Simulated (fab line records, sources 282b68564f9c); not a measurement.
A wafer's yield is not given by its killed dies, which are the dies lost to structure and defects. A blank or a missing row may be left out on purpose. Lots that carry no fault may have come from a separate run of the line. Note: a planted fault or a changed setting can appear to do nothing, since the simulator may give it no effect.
fab line records    flow ritCmos
record lots=5  wafers=23
route steps=202 shown NLDD@111 PLDD@115 SPACER@128 SDANNEAL@155 CONTACT@173
startH: hours from the record's opening day to when the first of the lot's shown wafers began    waitH: hours since the lot's step before    " the same as in the row above    L1.1+2: a row that stands for several wafers    - either no value or no given start    * or withheld: withheld    < > ~ a bound
route shown NAME@n: a module of which the file shows steps, and the number in the route of the first    usual: the fault-free wafers' mean and standard deviation    same: alike in all rows    chamber/n: place in a boat    sites: the reading at each site    _std_site: their standard deviation    _edge_site: inner sites' mean taken away from outer sites' mean    radiusMm: how far each site lies from the wafer's centre    mask NAME#n: copy n    behind: tool/chamber where the wafer was last shaped    hold: why the lot was held/for how many hours/how that ended    device: transistor that didn't switch, given as n, p or np    end of line: the same wafers' tests at the end of the route    step lacking rows: just its recipe    killed: at the first sort, the dies lost to defects and structure; wafer yield is something else    map: dies across one wafer; x = killed, . = not, _ = none there
set.NAME: the setting that was run; set.NAME@STEP: the one run at that earlier step    model.NAME: the simulator's own value behind a step, which no gauge read
lots run with intentionally changed settings; tables by step, rows by wafer
## steps
# step RIT_NLDD_IMPLANT_08
# recipe species=P  energyKev=20  doseCm2=5e+14  tiltDeg=7
lot.wafer   tool          chamber  startH  waitH  set.doseCm2
L075.1+4+5  implanter-01  0        46.67   0.1    4.667e+14
L075.2+6    "             0        "       "      5e+14
L076.2+5    implanter-01  0        52.03   0.1    5.26e+14
L076.3+4+6  "             0        "       "      5e+14
L077.1+2+4  implanter-03  0        58.81   0.1    5e+14
L077.3+5    "             0        "       "      5.298e+14
L079.2+4+5  implanter-01  0        66.46   0.1    5e+14
L083.1+2    implanter-03  0        86.46   0.1    5e+14
L083.3+4+6  "             0        "       "      5.15e+14
# step RIT_NLDD_STRIP_09
# recipe chemistry=O2  timeS=180  resist=NOVOLAK  platenTempC=withheld  powerW=513.2  pressureMtorr=4000  o2FlowSccm=4000
# step RIT_NLDD_TW_MEAS_10
# usual NLDD_TW=2487/12
lot.wafer  tool          chamber  startH  waitH  set.doseCm2@NLDD_IMPLANT_08  NLDD_TW
L075.1     filmMetro-02  -        46.99   0.1    4.667e+14                    2431
L075.2     "             -        "       "      5e+14                        2482
L075.4     "             -        "       "      4.667e+14                    2430
L075.5     "             -        "       "      4.667e+14                    2437
L075.6     "             -        "       "      5e+14                        2475
L076.2     filmMetro-01  -        52.34   0.1    5.26e+14                     2513
L076.3     "             -        "       "      5e+14                        2476
L076.4     "             -        "       "      5e+14                        2490
L076.5     "             -        "       "      5.26e+14                     2509
L076.6     "             -        "       "      5e+14                        2478
L077.1     filmMetro-01  -        59.13   0.1    5e+14                        2482
L077.2     "             -        "       "      5e+14                        2475
L077.3     "             -        "       "      5.298e+14                    2511
L077.4     "             -        "       "      5e+14                        2472
L077.5     "             -        "       "      5.298e+14                    2517
L079.2     filmMetro-02  -        66.77   0.1    5e+14                        2497
L079.4     "             -        "       "      5e+14                        2492
L079.5     "             -        "       "      5e+14                        2493
L083.1     filmMetro-03  -        86.79   0.1    5e+14                        2496
L083.2     "             -        "       "      5e+14                        2496
L083.3     "             -        "       "      5.15e+14                     2511
L083.4     "             -        "       "      5.15e+14                     2511
L083.6     "             -        "       "      5.15e+14                     2512
# step RIT_PLDD_COAT_01
# recipe resist=NOVOLAK  spinRpm=3250  resistThkNm=1000
lot.wafer  tool           chamber  startH  waitH  set.resistThkNm  model.NOVOLAK_of_PLDD_COAT_01.thkNm
L075.1     lithoTrack-03  0        47.20   0.1    1000             1002
L075.2     "              0        "       "      1000             1001
L075.4     "              0        "       "      970.4            974.4
L075.5     "              0        "       "      1000             1003
L075.6     "              0        "       "      970.4            972.5
L076.2     lithoTrack-03  0        52.57   0.1    958.9            955.3
L076.3     "              0        "       "      1000             1000
L076.4     "              0        "       "      958.9            956.9
L076.5     "              0        "       "      1000             997.4
L076.6     "              0        "       "      958.9            957.1
L077.1     lithoTrack-01  0        59.34   0.1    1000             1000
L077.2     "              0        "       "      1000             997.4
L077.3+4   "              0        "       "      1000             1002
L077.5     "              0        "       "      1000             1001
L079.2     lithoTrack-03  0        66.99   0.1    1000             996.5
L079.4     "              0        "       "      1000             1000
L079.5     "              0        "       "      1000             997.6
L083.1     lithoTrack-01  0        87.00   0.1    1000             995.1
L083.2     "              0        "       "      1000             996
L083.3     "              0        "       "      1000             991.6
L083.4     "              0        "       "      950.2            947.3
L083.6     "              0        "       "      950.2            948.2
# step RIT_PLDD_SOFTBAKE_02
# recipe resist=NOVOLAK  tempC=90  timeS=60
# step RIT_PLDD_EXPOSE_03
# recipe maskId=M8  na=0.57  targetCdNm=40900  doseMj=250
# step RIT_PLDD_DEVELOP_05
# recipe resist=NOVOLAK  developTimeS=50  devTempC=23
# step RIT_PLDD_HARDBAKE_07
# recipe resist=NOVOLAK  tempC=140  timeS=60
lot.wafer  tool           chamber  startH  waitH  set.resistThkNm@PLDD_COAT_01  model.NOVOLAK_of_PLDD_COAT_01.thkNm
L075.1     lithoTrack-03  0        48.06   0.0    1000                          885.8
L075.2     "              0        "       "      1000                          884.5
L075.4     "              0        "       "      970.4                         861.4
L075.5     "              0        "       "      1000                          886
L075.6     "              0        "       "      970.4                         859.7
L076.2     lithoTrack-02  0        53.43   0.0    958.9                         844.7
L076.3     "              0        "       "      1000                          883.8
L076.4     "              0        "       "      958.9                         846.1
L076.5     "              0        "       "      1000                          881.4
L076.6     "              0        "       "      958.9                         846.2
L077.1     lithoTrack-03  0        60.08   0.0    1000                          883.8
L077.2     "              0        "       "      1000                          881.4
L077.3     "              0        "       "      1000                          885.4
L077.4     "              0        "       "      1000                          885.3
L077.5     "              0        "       "      1000                          884.4
L079.2     lithoTrack-01  0        67.96   0.0    1000                          880.7
L079.4     "              0        "       "      1000                          883.9
L079.5     "              0        "       "      1000                          881.7
L083.1     lithoTrack-03  0        87.92   0.1    1000                          879.4
L083.2     "              0        "       "      1000                          880.3
L083.3     "              0        "       "      1000                          876.4
L083.4     "              0        "       "      950.2                         837.7
L083.6     "              0        "       "      950.2                         838.4
# step RIT_SPACER_CVD_03
# recipe material=Si3N4  targetThkNm=250  tempC=810  precursor=SiH2Cl2/NH3  timeS=3300  pressureMtorr=300  sih2cl2FlowSccm=60  nh3FlowSccm=150
lot.wafer  tool      chamber  startH  waitH  set.sih2cl2FlowSccm  model.Si3N4_of_SPACER_CVD_03.thkNm
L075.1     -         -        -       0.0    55.08                246.7
L075.2     "         -        "       "      55.08                246.9
L075.4     "         -        "       "      55.08                248.4
L075.5     "         -        "       "      55.08                247.9
L075.6     "         -        "       "      55.08                247.5
L076.2     -         -        -       0.0    65.31                257.1
L076.3+4   "         -        "       "      65.31                256.4
L076.5     "         -        "       "      65.31                257.7
L076.6     "         -        "       "      65.31                255.6
L077.1+4   -         -        -       0.0    64.38                255
L077.2     "         -        "       "      64.38                256.6
L077.3     "         -        "       "      64.38                252.8
L077.5     "         -        "       "      64.38                257.9
L079.2     lpcvd-01  1        68.84   0.0    60                   247.1
L079.4+5   "         1        "       "      60                   248.7
L083.1     -         -        -       0.0    53.47                247.3
L083.2     "         -        "       "      53.47                244.2
L083.3     "         -        "       "      53.47                246
L083.4     "         -        "       "      53.47                244
L083.6     "         -        "       "      53.47                244.7
# step RIT_SDANNEAL_CLEAN_02
# recipe chemistry=SC2  mix=3:3:50  timeS=600  tempC=75  dry=n2Spin
lot.wafer       tool         chamber  startH  waitH  set.timeS
L075.1+2+4+5+6  -            -        -       0.0    600
L076.2+3+4+5+6  -            -        -       0.0    600
L077.1+2+3+4+5  -            -        -       0.0    600
L079.2+4+5      wetBench-04  3        74.14   0.0    600
L083.1+2+3+4+6  -            -        -       0.0    628.6
# step RIT_SDANNEAL_RTA_03
# recipe tempC=1050  timeS=5  idleTempC=600  rampUpCPerS=342  rampDownCPerS=171  coolToC=600  ambient=N2
# step RIT_SDANNEAL_RS_MEAS_07
# recipe thkMeasGauge=four-point-probe
# usual NLDD_RS=151.8/0.69
lot.wafer  tool          chamber  startH  waitH  set.doseCm2@NLDD_IMPLANT_08  NLDD_RS[ohm/sq]
L075.1     filmMetro-02  -        54.87   0.1    4.667e+14                    160.8
L075.2     "             -        "       "      5e+14                        152.7
L075.4     "             -        "       "      4.667e+14                    161.0
L075.5     "             -        "       "      4.667e+14                    161.3
L075.6     "             -        "       "      5e+14                        152.7
L076.2     filmMetro-01  -        60.15   0.1    5.26e+14                     145.6
L076.3     "             -        "       "      5e+14                        151.8
L076.4     "             -        "       "      5e+14                        151.5
L076.5     "             -        "       "      5.26e+14                     146.4
L076.6     "             -        "       "      5e+14                        152.2
L077.1     filmMetro-03  -        67.13   0.1    5e+14                        152.3
L077.2     "             -        "       "      5e+14                        152.1
L077.3     "             -        "       "      5.298e+14                    145.3
L077.4     "             -        "       "      5e+14                        152.7
L077.5     "             -        "       "      5.298e+14                    145.2
L079.2     filmMetro-01  -        74.77   0.1    5e+14                        152.5
L079.4     "             -        "       "      5e+14                        152.4
L079.5     "             -        "       "      5e+14                        152.2
L083.1     filmMetro-03  -        94.70   0.1    5e+14                        150.9
L083.2     "             -        "       "      5e+14                        151.1
L083.3     "             -        "       "      5.15e+14                     147.8
L083.4     "             -        "       "      5.15e+14                     147.7
L083.6     "             -        "       "      5.15e+14                     147.7
# step RIT_CONTACT_EXPOSE_05
# recipe maskId=M11  na=0.6  sourceShape=conventional  sigmaOuter=0.5  targetCdNm=1000  doseMj=250
lot.wafer       tool             chamber  startH  waitH  mask   set.doseMj
L075.1+5+6      ilineStepper-02  0        56.20   0.2    M11#0  236.7
L075.2+4        "                0        "       "      M11#0  250
L076.2+3+4+5+6  ilineStepper-02  0        61.35   0.1    M11#0  250
L077.1+3+4      ilineStepper-01  0        68.47   0.2    M11#0  250
L077.2+5        "                0        "       "      M11#0  233.2
L079.2+4+5      ilineStepper-02  0        76.16   0.3    M11#0  250
L083.1+2+3+4+6  ilineStepper-01  0        96.08   0.2    M11#0  250
# step RIT_CONTACT_PEB_06
# recipe resist=NOVOLAK  tempC=withheld  timeS=withheld
# step RIT_CONTACT_DEVELOP_07
# recipe resist=NOVOLAK  developTimeS=122.4  devTempC=23
lot.wafer   tool           chamber  startH  waitH  set.doseMj@CONTACT_EXPOSE_05  model.CONTACT.cdNm
L075.1      lithoTrack-03  0        -       -      236.7                         984.4
L075.2+4    "              0        "       "      250                           1001
L075.5      "              0        "       "      236.7                         984.6
L075.6      "              0        "       "      236.7                         986.2
L076.2      lithoTrack-02  0        -       -      250                           999.2
L076.3      "              0        "       "      250                           1000
L076.4      "              0        "       "      250                           998.9
L076.5      "              0        "       "      250                           1001
L076.6      "              0        "       "      250                           999
L077.1      lithoTrack-03  0        -       -      250                           996.1
L077.2      "              0        "       "      233.2                         975.3
L077.3      "              0        "       "      250                           996.9
L077.4      "              0        "       "      250                           998
L077.5      "              0        "       "      233.2                         977.8
L079.2      lithoTrack-02  0        -       -      250                           1001
L079.4      "              0        "       "      250                           999.6
L079.5      "              0        "       "      250                           1000
L083.1+2+6  lithoTrack-03  0        -       -      250                           1000
L083.3      "              0        "       "      250                           1001
L083.4      "              0        "       "      250                           999.7
# step RIT_CONTACT_CD_MEAS_08
# recipe targetCdNm=1000
# usual cdNm=999.7/2.6
lot.wafer  tool      chamber  startH  waitH  set.doseMj@CONTACT_EXPOSE_05  cdNm
L075.1     cdSem-02  -        56.71   -      236.7                         984.5
L075.2     "         -        "       "      250                           1001.0
L075.4     "         -        "       "      250                           1002.0
L075.5     "         -        "       "      236.7                         984.5
L075.6     "         -        "       "      236.7                         986.2
L076.2     cdSem-01  -        61.86   -      250                           999.1
L076.3     "         -        "       "      250                           999.9
L076.4     "         -        "       "      250                           998.4
L076.5     "         -        "       "      250                           1001.0
L076.6     "         -        "       "      250                           998.8
L077.1     cdSem-02  -        68.99   -      250                           996.0
L077.2     "         -        "       "      233.2                         975.6
L077.3     "         -        "       "      250                           996.6
L077.4     "         -        "       "      250                           998.1
L077.5     "         -        "       "      233.2                         977.6
L079.2     cdSem-02  -        76.68   -      250                           1000.4
L079.4     "         -        "       "      250                           999.4
L079.5     "         -        "       "      250                           1000.2
L083.1     cdSem-01  -        96.59   -      250                           1000.5
L083.2     "         -        "       "      250                           1000.2
L083.3     "         -        "       "      250                           1000.8
L083.4     "         -        "       "      250                           999.8
L083.6     "         -        "       "      250                           999.9
# step RIT_CONTACT_HARDBAKE_10
# recipe resist=NOVOLAK  tempC=140  timeS=60
# step RIT_CONTACT_ETCH_11
# recipe targetDepthA=4800  overEtchFrac=0.2  stopOn=TiSi2  chemistry=CHF3/CF4/Ar  target=SiO2  CHF3_flow_sccm=50  cf4FlowSccm=10  Ar_flow_sccm=100  O2_flow_sccm=5  pressureMtorr=100  rfW=200  timeS=320
# step RIT_CONTACT_STRIP_12
# recipe chemistry=O2  timeS=180  resist=NOVOLAK  platenTempC=withheld  powerW=500  pressureMtorr=4000  o2FlowSccm=4000
# step RIT_CONTACT_CD_MEAS_90
# recipe targetCdNm=1000
# usual cdNm=999.7/2.7
lot.wafer  tool      chamber  startH  waitH  set.doseMj@CONTACT_EXPOSE_05  cdNm
L075.1     cdSem-02  -        57.39   0.1    236.7                         984.8
L075.2     "         -        "       "      250                           1001.0
L075.4     "         -        "       "      250                           1001.4
L075.5     "         -        "       "      236.7                         984.6
L075.6     "         -        "       "      236.7                         986.1
L076.2     cdSem-01  -        62.54   0.1    250                           999.2
L076.3     "         -        "       "      250                           999.8
L076.4     "         -        "       "      250                           998.6
L076.5     "         -        "       "      250                           1000.6
L076.6     "         -        "       "      250                           998.6
L077.1     cdSem-02  -        69.67   0.1    250                           995.7
L077.2     "         -        "       "      233.2                         975.4
L077.3     "         -        "       "      250                           996.7
L077.4     "         -        "       "      250                           998.2
L077.5     "         -        "       "      233.2                         977.6
L079.2     cdSem-01  -        77.35   0.1    250                           1000.6
L079.4     "         -        "       "      250                           999.4
L079.5     "         -        "       "      250                           1000.1
L083.1     cdSem-01  -        97.32   0.1    250                           1000.5
L083.2     "         -        "       "      250                           1000.1
L083.3     "         -        "       "      250                           1001.1
L083.4     "         -        "       "      250                           999.8
L083.6     "         -        "       "      250                           1000.0
## key
split step=RIT_NLDD_IMPLANT_08  setting=doseCm2  stated=5e+14  by=wafer
response step=RIT_NLDD_TW_MEAS_10  reading=NLDD_TW  change=+6.27  per=1%  r=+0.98
response step=RIT_SDANNEAL_RS_MEAS_07  reading=NLDD_RS  change=-1.19  per=1%  r=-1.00
split step=RIT_PLDD_COAT_01  setting=resistThkNm  stated=1000  by=wafer
response step=RIT_PLDD_COAT_01  reading=model.NOVOLAK_of_PLDD_COAT_01.thkNm  change=+9.7  per=1%  r=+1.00
response step=RIT_PLDD_HARDBAKE_07  reading=model.NOVOLAK_of_PLDD_COAT_01.thkNm  change=+8.49  per=1%  r=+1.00
split step=RIT_SPACER_CVD_03  setting=sih2cl2FlowSccm  stated=60  by=lot
response step=RIT_SPACER_CVD_03  reading=model.Si3N4_of_SPACER_CVD_03.thkNm  change=+0.551  per=1%  r=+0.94
split step=RIT_SDANNEAL_CLEAN_02  setting=timeS  stated=600  by=lot
response none clear
split step=RIT_CONTACT_EXPOSE_05  setting=doseMj  stated=250  by=wafer
response step=RIT_CONTACT_DEVELOP_07  reading=model.CONTACT.cdNm  change=+3.04  per=1%  r=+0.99
response step=RIT_CONTACT_CD_MEAS_08  reading=cdNm  change=+3.05  per=1%  r=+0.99
response step=RIT_CONTACT_CD_MEAS_90  reading=cdNm  change=+3.03  per=1%  r=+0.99
